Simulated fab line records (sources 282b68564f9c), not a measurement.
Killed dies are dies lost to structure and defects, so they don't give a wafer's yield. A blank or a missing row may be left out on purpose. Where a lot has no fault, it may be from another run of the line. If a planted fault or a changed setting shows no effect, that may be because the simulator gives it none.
A lot that was struck, set against a sound lot	flow rit cmos	18 steps out of a route of 202
Sound: these wafers, L157.1, L157.2, L157.6. Struck: wafer L169.1. (L169.2, L169.4 of the same lot were not struck and are left out.) The cause comes at the end.
Order at every step that has rows: each side's tool, ch and its chambers, its first start. Under that, the readings that differ: sound wafers	struck wafers	difference of the means	sigmas: that difference in standard deviations of wafers without a fault.
alike: same words and numbers on both sides, and readings whose means sit less than 2 such deviations apart. not compared: any withheld reading, any reading some wafer has no value for, any bound like >300 that may hide the same value, and any number with overlapping values for which the record gives no deviation.
Wherever a step has rows on one side only, a row that says differs or no value, or a row with sigmas, the two part there. Numbers that don't overlap but have no deviation are shown without sigmas and don't part them. A reading missing from all wafers of one side parts the sides only when that side holds two or more wafers.

RIT_M1_SPUTTER_00: material Al, target thk 400 nm, time 500 s.
  sound on pvd sputter-02, day 4 05:12; struck on pvd sputter-04, day 6 12:46
  alike: throttle valve pct
RIT_M1_RS_MEAS_01: uses a four-point probe to measure.
  sound on film metro-04, day 4 05:29; struck on film metro-04, day 6 13:04
  alike: M1_AL_RS
RIT_M1_THK_MEAS_02: measures by xrf.
  sound on film metro-04, day 4 05:37; struck on film metro-04, day 6 13:11
  alike: M1_AL_THK
then, 6 steps without rows for these wafers: RIT_M1_HMDS_03 (prime time 60 s); RIT_M1_COAT_04 (resist thk 1300 nm); RIT_M1_SOFTBAKE_05 (time 60 s); RIT_M1_EXPOSE_06 (exposes mask M12, target cd 2600 nm); RIT_M1_PEB_07; RIT_M1_DEVELOP_08 (develop time 68 s).
RIT_M1_CD_MEAS_09: the cd target is 2600 nm.
  sound on cd sem-01, day 4 06:43; struck on cd sem-02, day 6 14:14
  alike: cd nm
RIT_M1_OVL_MEAS_10:
  sound on overlay-02, day 4 06:50; struck on overlay-01, day 6 14:22
  alike: M1_OVL
then, 1 step without rows for these wafers: RIT_M1_HARDBAKE_11 (time 120 s).
RIT_M1_METAL_ETCH_12: etches Al in Cl2/BCl3, stops on SiO2, time 165 s, target depth 600 nm.
  sound on rie metal-03 ch 0,1, day 4 07:07; struck on rie metal-03 ch 1, day 6 14:39
reading	sound	struck	difference	sigmas
model.NOVOLAK_of_M1_COAT_04.thk nm (nm)	803.7 825 824.5	693.2	-124.5	
model.SiO2_of_CONTACT_CVD_00.thk nm (nm)	364.7 366.1 375.2	357.2	-11.5	
model.M1.feature depth nm (nm)	431.8 434 428.8	440.7	+9.2	
  alike: drypump motor current A, oes product au, throttle valve pct
  not compared: rf hours counter h
then, 1 step without rows for these wafers: RIT_M1_STRIP_13 (strips in nmp, time 600 s).
RIT_M1_STRIP_14: strips in O2, time 180 s.
  sound on plasma asher-01 ch 0,1, day 4 07:28; struck on plasma asher-02 ch 0, day 6 15:02
reading	sound	struck	difference	sigmas
rf refl power W (W)	7.1 5.2 6.8	9.5	+3.1	+3
  alike: drypump motor current A, o2 flow sccm
  not compared: rf hours counter h
RIT_M1_CD_MEAS_90: the cd target is 2600 nm.
  sound on cd sem-01, day 4 07:38; struck on cd sem-01, day 6 15:13
reading	sound	struck	difference	sigmas
cd nm (nm)	2596 2601 2601	2588	-11	-4
then, 1 step without rows for these wafers: RIT_M1_ANNEAL_15 (time 1767 s).
RIT_M1_PROBE_99:
  sound on prober-02, day 4 09:23; struck on prober-02, day 6 18:13
reading	sound	struck	difference	sigmas
sort_bin_5_function (%)	0.4 1.1 0.4	2.7	+2.1	+2
model.etest.antenna m1.vt shift v (V)	-0.012 -0.006427 -0.008886	-0.0255	-0.0164	
  alike: defect limited yield, killed at contacts, killed at front end, killed dies, killed open, killed short, sort_bin_3_pad_short, sort_bin_6_memory, sort n pass, sort yield pct

WHERE THEY PART
Last at RIT_M1_PROBE_99 as far as this record goes, first at RIT_M1_STRIP_14.

WHY: the cause the simulator had injected
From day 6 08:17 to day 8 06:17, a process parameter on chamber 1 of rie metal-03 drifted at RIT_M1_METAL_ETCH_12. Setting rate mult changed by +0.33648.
